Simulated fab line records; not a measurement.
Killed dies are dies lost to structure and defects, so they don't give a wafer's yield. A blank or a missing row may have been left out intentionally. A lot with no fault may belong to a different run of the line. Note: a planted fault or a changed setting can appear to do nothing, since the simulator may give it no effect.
Split-lot experiment    flow berkeley cmos170    23 wafers read across 5 lots, on a route 331 steps long

ON THE SPLIT
At UCB170_NWELL_CVD_04 (deposits Si3N4 from SiH2Cl2/NH3, target thk 224 nm, time 3360 s), the setting pressure mtorr was moved away from the recipe's 200 mTorr on 20 of the 23 wafers read, by -10.9% to +10.8%. This setting was run at the recipe's value on the other wafers.

The file shows no step between the split and the reading.

THE READING
At UCB170_NWELL_THK_MEAS_05: NWELL_NITRIDE_THK, given in nm. Fault-free wafers of this fab line usually give 224.1 nm, standard deviation 1.8 nm.

wafer   tool, chamber at the split  pressure mtorr as run, mTorr  against the recipe  NWELL_NITRIDE_THK, nm  against lot-mates on the recipe
L074.1  lpcvd-02, 0                 200                           recipe              226.1                  -
L074.5  lpcvd-02, 0                 200                           recipe              228.2                  -
L074.6  lpcvd-02, 0                 200                           recipe              226.4                  -
L076.1  -, -                        221.6                         +10.8%              231.6                  no lot-mate on the recipe
L076.3  -, -                        221.6                         +10.8%              233.9                  no lot-mate on the recipe
L076.4  -, -                        221.6                         +10.8%              231.9                  no lot-mate on the recipe
L076.5  -, -                        221.6                         +10.8%              232.7                  no lot-mate on the recipe
L076.6  -, -                        221.6                         +10.8%              231.0                  no lot-mate on the recipe
L079.2  -, -                        189.5                         -5.2%               223.3                  no lot-mate on the recipe
L079.3  -, -                        189.5                         -5.2%               222.3                  no lot-mate on the recipe
L079.4  -, -                        189.5                         -5.2%               221.5                  no lot-mate on the recipe
L079.5  -, -                        189.5                         -5.2%               222.5                  no lot-mate on the recipe
L079.6  -, -                        189.5                         -5.2%               224.2                  no lot-mate on the recipe
L080.1  -, -                        178.2                         -10.9%              214.8                  no lot-mate on the recipe
L080.2  -, -                        178.2                         -10.9%              214.5                  no lot-mate on the recipe
L080.3  -, -                        178.2                         -10.9%              215.8                  no lot-mate on the recipe
L080.4  -, -                        178.2                         -10.9%              215.1                  no lot-mate on the recipe
L080.6  -, -                        178.2                         -10.9%              214.5                  no lot-mate on the recipe
L083.1  -, -                        182.4                         -8.8%               215.5                  no lot-mate on the recipe
L083.2  -, -                        182.4                         -8.8%               215.4                  no lot-mate on the recipe
L083.3  -, -                        182.4                         -8.8%               216.7                  no lot-mate on the recipe
L083.4  -, -                        182.4                         -8.8%               216.1                  no lot-mate on the recipe
L083.5  -, -                        182.4                         -8.8%               216.4                  no lot-mate on the recipe

THE FIT
A straight line over all 23 wafers: NWELL_NITRIDE_THK changes by +0.804 nm for each +1% of pressure mtorr; r = +0.96; the points scatter about the line by 1.9 nm.
Too few moved wafers with a lot-mate on the recipe to fit a line net of each lot's own level.

THE WHOLE CHAIN: every reading that the file lists as answering this split, in the file's order
step                      what it does                                                                  reading                                                                        change (the file's fit)                r (the file's)
UCB170_NWELL_CVD_04       deposits Si3N4 from SiH2Cl2/NH3, target thk 224 nm, time 3360 s               Si3N4_of_NWELL_CVD_04.thk nm (the simulator's own value, which no gauge read)  +0.802 nm for each +1% of the setting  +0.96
UCB170_NWELL_THK_MEAS_05                                                                                NWELL_NITRIDE_THK                                                              +0.804 for each +1% of the setting     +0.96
UCB170_NWELL_ETCH_13      etches Si3N4 in CH3F/Ar/O2, stops on SiO2, target depth 246.4 nm, time 154 s  etch.depth nm (the simulator's own value, which no gauge read)                 +0.81 nm for each +1% of the setting   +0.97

THE FILE'S OWN FIT
NWELL_NITRIDE_THK changes by +0.804 nm for each +1% of pressure mtorr, r = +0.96.
